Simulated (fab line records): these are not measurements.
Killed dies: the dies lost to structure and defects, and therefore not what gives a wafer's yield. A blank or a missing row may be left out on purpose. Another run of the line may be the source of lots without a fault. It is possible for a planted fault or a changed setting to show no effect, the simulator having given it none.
fab line records :: flow rit_cmos
record
  lots=15
  wafers=45
  last_day=7
route steps=202 shown CONTACT@173
lots that met no fault: from a run of the same line without faults
start_h: hours from the record's first day to the start of the lot's first wafer shown :: wait_h: hours from the lot's prior step to this one :: " the same as in the row above :: L1.1+2: several wafers, shown together as one row :: - no value, or no start given :: * or withheld: withheld :: < > ~ a bound
route shown NAME@n: a module of which the file shows steps, and the number in the route of the first :: usual: mean/standard deviation of fault-free wafers :: same: alike in all rows :: chamber/n: place in a boat :: sites: readings site by site :: _std_site: standard deviation of those values :: _edge_site: mean of outer sites minus mean of inner sites :: radius_mm: for every site, how far away it sits from the centre of the wafer :: mask NAME#n: copy n :: behind: the most recent tool/chamber to have shaped the wafer :: hold: why the lot was held/for how many hours/how that ended :: device: the transistor (n, p or np) that didn't switch :: end of line: the tests these same wafers got at the end of their route :: step lacking rows: just its recipe :: killed: not the wafer's yield, but the dies lost to structure and defects at the first sort :: map: dies across one wafer; x = killed, . = not, _ = none there
set.NAME: setting as actually run; set.NAME@STEP: the setting as run at that earlier step :: model.NAME: the simulator's own value behind a step, which no gauge read
steps of the route over a sample of lots; a table a step, a row a wafer
services: a tool's chamber out of use, with start hour (start_h, from the record's first day; less than 0 if before it), hours out, and reason
## steps
# step RIT_CONTACT_EXPOSE_05
# recipe
  mask_id=M11
  na=0.6
  source_shape=conventional
  sigma_outer=0.5
  target_cd_nm=1000
  dose_mj=250
# usual
  focus_offset_nm=0.0/0.6
lot.wafer: L430.2
tool: iline_stepper-01
chamber: 0
start_h: 56.27
wait_h: 0.1
mask: M11#0
focus_offset_nm: 1.0

lot.wafer: L430.4
tool: iline_stepper-01
chamber: 0
start_h: 56.27
wait_h: 0.1
mask: M11#0
focus_offset_nm: 0.4

lot.wafer: L430.5
tool: iline_stepper-01
chamber: 0
start_h: 56.27
wait_h: 0.1
mask: M11#0
focus_offset_nm: 0.6

lot.wafer: L432.1
tool: iline_stepper-02
chamber: 0
start_h: 68.13
wait_h: 0.1
mask: M11#0
focus_offset_nm: -0.4

lot.wafer: L432.2
tool: iline_stepper-02
chamber: 0
start_h: 68.13
wait_h: 0.1
mask: M11#0
focus_offset_nm: -0.6

lot.wafer: L432.4
tool: iline_stepper-02
chamber: 0
start_h: 68.13
wait_h: 0.1
mask: M11#0
focus_offset_nm: 0.0

lot.wafer: L433.1
tool: iline_stepper-01
chamber: 0
start_h: 73.28
wait_h: 0.2
mask: M11#0
focus_offset_nm: 0.6

lot.wafer: L433.5
tool: iline_stepper-01
chamber: 0
start_h: 73.28
wait_h: 0.2
mask: M11#0
focus_offset_nm: 0.9

lot.wafer: L433.6
tool: iline_stepper-01
chamber: 0
start_h: 73.28
wait_h: 0.2
mask: M11#0
focus_offset_nm: 0.0

lot.wafer: L434.1
tool: iline_stepper-01
chamber: 0
start_h: 80.26
wait_h: 0.1
mask: M11#0
focus_offset_nm: -0.9

lot.wafer: L434.5
tool: iline_stepper-01
chamber: 0
start_h: 80.26
wait_h: 0.1
mask: M11#0
focus_offset_nm: -0.2

lot.wafer: L434.6
tool: iline_stepper-01
chamber: 0
start_h: 80.26
wait_h: 0.1
mask: M11#0
focus_offset_nm: -0.1

lot.wafer: L435.1
tool: iline_stepper-01
chamber: 0
start_h: 82.47
wait_h: 0.1
mask: M11#0
focus_offset_nm: -0.9

lot.wafer: L435.2
tool: iline_stepper-01
chamber: 0
start_h: 82.47
wait_h: 0.1
mask: M11#0
focus_offset_nm: 0.1

lot.wafer: L435.5
tool: iline_stepper-01
chamber: 0
start_h: 82.47
wait_h: 0.1
mask: M11#0
focus_offset_nm: -0.5

lot.wafer: L436.2
tool: iline_stepper-02
chamber: 0
start_h: 86.71
wait_h: 0.2
mask: M11#0
focus_offset_nm: -0.2

lot.wafer: L436.3
tool: iline_stepper-02
chamber: 0
start_h: 86.71
wait_h: 0.2
mask: M11#0
focus_offset_nm: 0.2

lot.wafer: L436.5
tool: iline_stepper-02
chamber: 0
start_h: 86.71
wait_h: 0.2
mask: M11#0
focus_offset_nm: 0.2

lot.wafer: L437.2
tool: iline_stepper-02
chamber: 0
start_h: 91.87
wait_h: 0.1
mask: M11#0
focus_offset_nm: -0.9

lot.wafer: L437.5
tool: iline_stepper-02
chamber: 0
start_h: 91.87
wait_h: 0.1
mask: M11#0
focus_offset_nm: 0.0

lot.wafer: L437.6
tool: iline_stepper-02
chamber: 0
start_h: 91.87
wait_h: 0.1
mask: M11#0
focus_offset_nm: -0.9

lot.wafer: L438.1
tool: iline_stepper-01
chamber: 0
start_h: 95.96
wait_h: 0.2
mask: M11#0
focus_offset_nm: -0.7

lot.wafer: L438.4
tool: iline_stepper-01
chamber: 0
start_h: 95.96
wait_h: 0.2
mask: M11#0
focus_offset_nm: -1.2

lot.wafer: L438.6
tool: iline_stepper-01
chamber: 0
start_h: 95.96
wait_h: 0.2
mask: M11#0
focus_offset_nm: -0.8

lot.wafer: L439.1
tool: iline_stepper-02
chamber: 0
start_h: 101.19
wait_h: 0.2
mask: M11#0
focus_offset_nm: -0.3

lot.wafer: L439.4
tool: iline_stepper-02
chamber: 0
start_h: 101.19
wait_h: 0.2
mask: M11#0
focus_offset_nm: 1.0

lot.wafer: L439.6
tool: iline_stepper-02
chamber: 0
start_h: 101.19
wait_h: 0.2
mask: M11#0
focus_offset_nm: -0.3

lot.wafer: L443.2
tool: iline_stepper-02
chamber: 0
start_h: 119.59
wait_h: 0.2
mask: M11#0
focus_offset_nm: 0.6

lot.wafer: L443.3
tool: iline_stepper-02
chamber: 0
start_h: 119.59
wait_h: 0.2
mask: M11#0
focus_offset_nm: 0.1

lot.wafer: L443.4
tool: iline_stepper-02
chamber: 0
start_h: 119.59
wait_h: 0.2
mask: M11#0
focus_offset_nm: 0.4

lot.wafer: L444.2
tool: iline_stepper-02
chamber: 0
start_h: 125.68
wait_h: 0.1
mask: M11#0
focus_offset_nm: 0.6

lot.wafer: L444.3
tool: iline_stepper-02
chamber: 0
start_h: 125.68
wait_h: 0.1
mask: M11#0
focus_offset_nm: 0.4

lot.wafer: L444.6
tool: iline_stepper-02
chamber: 0
start_h: 125.68
wait_h: 0.1
mask: M11#0
focus_offset_nm: 0.8

lot.wafer: L445.1
tool: iline_stepper-01
chamber: 0
start_h: 130.03
wait_h: 0.2
mask: M11#0
focus_offset_nm: 0.7

lot.wafer: L445.2
tool: iline_stepper-01
chamber: 0
start_h: 130.03
wait_h: 0.2
mask: M11#0
focus_offset_nm: -0.1

lot.wafer: L445.6
tool: iline_stepper-01
chamber: 0
start_h: 130.03
wait_h: 0.2
mask: M11#0
focus_offset_nm: 0.2

lot.wafer: L447.1
tool: iline_stepper-02
chamber: 0
start_h: 138.15
wait_h: 0.2
mask: M11#0
focus_offset_nm: 0.1

lot.wafer: L447.2
tool: iline_stepper-02
chamber: 0
start_h: 138.15
wait_h: 0.2
mask: M11#0
focus_offset_nm: 0.3

lot.wafer: L447.6
tool: iline_stepper-02
chamber: 0
start_h: 138.15
wait_h: 0.2
mask: M11#0
focus_offset_nm: -0.3

lot.wafer: L450.2
tool: iline_stepper-01
chamber: 0
start_h: 156.57
wait_h: 0.1
mask: M11#0
focus_offset_nm: -1.4

lot.wafer: L450.4
tool: iline_stepper-01
chamber: 0
start_h: 156.57
wait_h: 0.1
mask: M11#0
focus_offset_nm: 0.2

lot.wafer: L450.5
tool: iline_stepper-01
chamber: 0
start_h: 156.57
wait_h: 0.1
mask: M11#0
focus_offset_nm: -0.5

lot.wafer: L452.2
tool: iline_stepper-01
chamber: 0
start_h: 162.59
wait_h: 0.2
mask: M11#0
focus_offset_nm: -0.4

lot.wafer: L452.4
tool: iline_stepper-01
chamber: 0
start_h: 162.59
wait_h: 0.2
mask: M11#0
focus_offset_nm: -0.3

lot.wafer: L452.5
tool: iline_stepper-01
chamber: 0
start_h: 162.59
wait_h: 0.2
mask: M11#0
focus_offset_nm: 0.1
# step RIT_CONTACT_OVL_MEAS_09
# usual
  CONTACT_OVL=0.6/1.3
lot.wafer: L430.2
tool: overlay-01
chamber: -
start_h: 56.90
wait_h: 0.1
CONTACT_OVL[nm]: 1.1

lot.wafer: L430.4
tool: overlay-01
chamber: -
start_h: 56.90
wait_h: 0.1
CONTACT_OVL[nm]: 3.3

lot.wafer: L430.5
tool: overlay-01
chamber: -
start_h: 56.90
wait_h: 0.1
CONTACT_OVL[nm]: 0.3

lot.wafer: L432.1
tool: overlay-02
chamber: -
start_h: 68.77
wait_h: 0.1
CONTACT_OVL[nm]: 1.3

lot.wafer: L432.2
tool: overlay-02
chamber: -
start_h: 68.77
wait_h: 0.1
CONTACT_OVL[nm]: 1.0

lot.wafer: L432.4
tool: overlay-02
chamber: -
start_h: 68.77
wait_h: 0.1
CONTACT_OVL[nm]: 1.1

lot.wafer: L433.1
tool: overlay-01
chamber: -
start_h: 73.91
wait_h: 0.1
CONTACT_OVL[nm]: 1.3

lot.wafer: L433.5
tool: overlay-01
chamber: -
start_h: 73.91
wait_h: 0.1
CONTACT_OVL[nm]: 2.3

lot.wafer: L433.6
tool: overlay-01
chamber: -
start_h: 73.91
wait_h: 0.1
CONTACT_OVL[nm]: 1.2

lot.wafer: L434.1
tool: overlay-02
chamber: -
start_h: 80.90
wait_h: 0.1
CONTACT_OVL[nm]: 0.9

lot.wafer: L434.5
tool: overlay-02
chamber: -
start_h: 80.90
wait_h: 0.1
CONTACT_OVL[nm]: -2.3

lot.wafer: L434.6
tool: overlay-02
chamber: -
start_h: 80.90
wait_h: 0.1
CONTACT_OVL[nm]: 0.1

lot.wafer: L435.1
tool: overlay-02
chamber: -
start_h: 83.13
wait_h: 0.1
CONTACT_OVL[nm]: 0.4

lot.wafer: L435.2
tool: overlay-02
chamber: -
start_h: 83.13
wait_h: 0.1
CONTACT_OVL[nm]: 1.0

lot.wafer: L435.5
tool: overlay-02
chamber: -
start_h: 83.13
wait_h: 0.1
CONTACT_OVL[nm]: 1.5

lot.wafer: L436.2
tool: overlay-01
chamber: -
start_h: 87.34
wait_h: 0.1
CONTACT_OVL[nm]: 0.6

lot.wafer: L436.3
tool: overlay-01
chamber: -
start_h: 87.34
wait_h: 0.1
CONTACT_OVL[nm]: 2.0

lot.wafer: L436.5
tool: overlay-01
chamber: -
start_h: 87.34
wait_h: 0.1
CONTACT_OVL[nm]: 1.5

lot.wafer: L437.2
tool: overlay-02
chamber: -
start_h: 92.49
wait_h: 0.1
CONTACT_OVL[nm]: -1.9

lot.wafer: L437.5
tool: overlay-02
chamber: -
start_h: 92.49
wait_h: 0.1
CONTACT_OVL[nm]: -2.5

lot.wafer: L437.6
tool: overlay-02
chamber: -
start_h: 92.49
wait_h: 0.1
CONTACT_OVL[nm]: -1.6

lot.wafer: L438.1
tool: overlay-01
chamber: -
start_h: 96.59
wait_h: 0.1
CONTACT_OVL[nm]: -0.7

lot.wafer: L438.4
tool: overlay-01
chamber: -
start_h: 96.59
wait_h: 0.1
CONTACT_OVL[nm]: 0.5

lot.wafer: L438.6
tool: overlay-01
chamber: -
start_h: 96.59
wait_h: 0.1
CONTACT_OVL[nm]: 1.4

lot.wafer: L439.1
tool: overlay-02
chamber: -
start_h: 101.83
wait_h: 0.1
CONTACT_OVL[nm]: -1.1

lot.wafer: L439.4
tool: overlay-02
chamber: -
start_h: 101.83
wait_h: 0.1
CONTACT_OVL[nm]: -2.9

lot.wafer: L439.6
tool: overlay-02
chamber: -
start_h: 101.83
wait_h: 0.1
CONTACT_OVL[nm]: -2.6

lot.wafer: L443.2
tool: overlay-01
chamber: -
start_h: 120.21
wait_h: 0.1
CONTACT_OVL[nm]: 239.8

lot.wafer: L443.3
tool: overlay-01
chamber: -
start_h: 120.21
wait_h: 0.1
CONTACT_OVL[nm]: 238.3

lot.wafer: L443.4
tool: overlay-01
chamber: -
start_h: 120.21
wait_h: 0.1
CONTACT_OVL[nm]: 241.2

lot.wafer: L444.2
tool: overlay-02
chamber: -
start_h: 126.30
wait_h: 0.1
CONTACT_OVL[nm]: 238.5

lot.wafer: L444.3
tool: overlay-02
chamber: -
start_h: 126.30
wait_h: 0.1
CONTACT_OVL[nm]: 240.5

lot.wafer: L444.6
tool: overlay-02
chamber: -
start_h: 126.30
wait_h: 0.1
CONTACT_OVL[nm]: 238.7

lot.wafer: L445.1
tool: overlay-02
chamber: -
start_h: 130.66
wait_h: 0.1
CONTACT_OVL[nm]: -0.3

lot.wafer: L445.2
tool: overlay-02
chamber: -
start_h: 130.66
wait_h: 0.1
CONTACT_OVL[nm]: 0.8

lot.wafer: L445.6
tool: overlay-02
chamber: -
start_h: 130.66
wait_h: 0.1
CONTACT_OVL[nm]: 1.6

lot.wafer: L447.1
tool: overlay-01
chamber: -
start_h: 138.79
wait_h: 0.1
CONTACT_OVL[nm]: 240.1

lot.wafer: L447.2
tool: overlay-01
chamber: -
start_h: 138.79
wait_h: 0.1
CONTACT_OVL[nm]: 241.0

lot.wafer: L447.6
tool: overlay-01
chamber: -
start_h: 138.79
wait_h: 0.1
CONTACT_OVL[nm]: 240.8

lot.wafer: L450.2
tool: overlay-01
chamber: -
start_h: 157.19
wait_h: 0.1
CONTACT_OVL[nm]: 0.5

lot.wafer: L450.4
tool: overlay-01
chamber: -
start_h: 157.19
wait_h: 0.1
CONTACT_OVL[nm]: 0.9

lot.wafer: L450.5
tool: overlay-01
chamber: -
start_h: 157.19
wait_h: 0.1
CONTACT_OVL[nm]: 1.1

lot.wafer: L452.2
tool: overlay-02
chamber: -
start_h: 163.22
wait_h: 0.1
CONTACT_OVL[nm]: 1.1

lot.wafer: L452.4
tool: overlay-02
chamber: -
start_h: 163.22
wait_h: 0.1
CONTACT_OVL[nm]: 0.2

lot.wafer: L452.5
tool: overlay-02
chamber: -
start_h: 163.22
wait_h: 0.1
CONTACT_OVL[nm]: 0.0
## services
tool: iline_stepper-01
chamber: -
start_h: 61.48
hours: 1.7
kind: pm

tool: iline_stepper-01
chamber: 0
start_h: 71.56
hours: -
kind: calibration

tool: iline_stepper-02
chamber: -
start_h: 95.08
hours: 4.4
kind: pm

tool: iline_stepper-01
chamber: -
start_h: 106.96
hours: 4.4
kind: pm

tool: iline_stepper-02
chamber: -
start_h: 115.69
hours: 1.7
kind: pm
## key
first_sign
  step=RIT_CONTACT_OVL_MEAS_09
  reading=CONTACT_OVL
  direction=up
  sigmas=99+
  usual=0.6
  struck=239.9
effect none on later readings
met_at RIT_CONTACT_EXPOSE_05
struck_lots L443,L444,L447
tester_left_out L443,L444,L447
onset_between 101.19 119.59
fault
  kind=scanner_matching_overlay
  tool=iline_stepper-02
  chamber=-
  onset_h=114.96
  steps=RIT_CONTACT_EXPOSE_05
  offset=240
# tester_left_out: of these lots the tester's yield and bins aren't shown, on N5 and GAA mostly nor the transistor test; their killed dies are dies lost to structure and defects alone, not to doping, threshold or leakage, so they don't give the yield
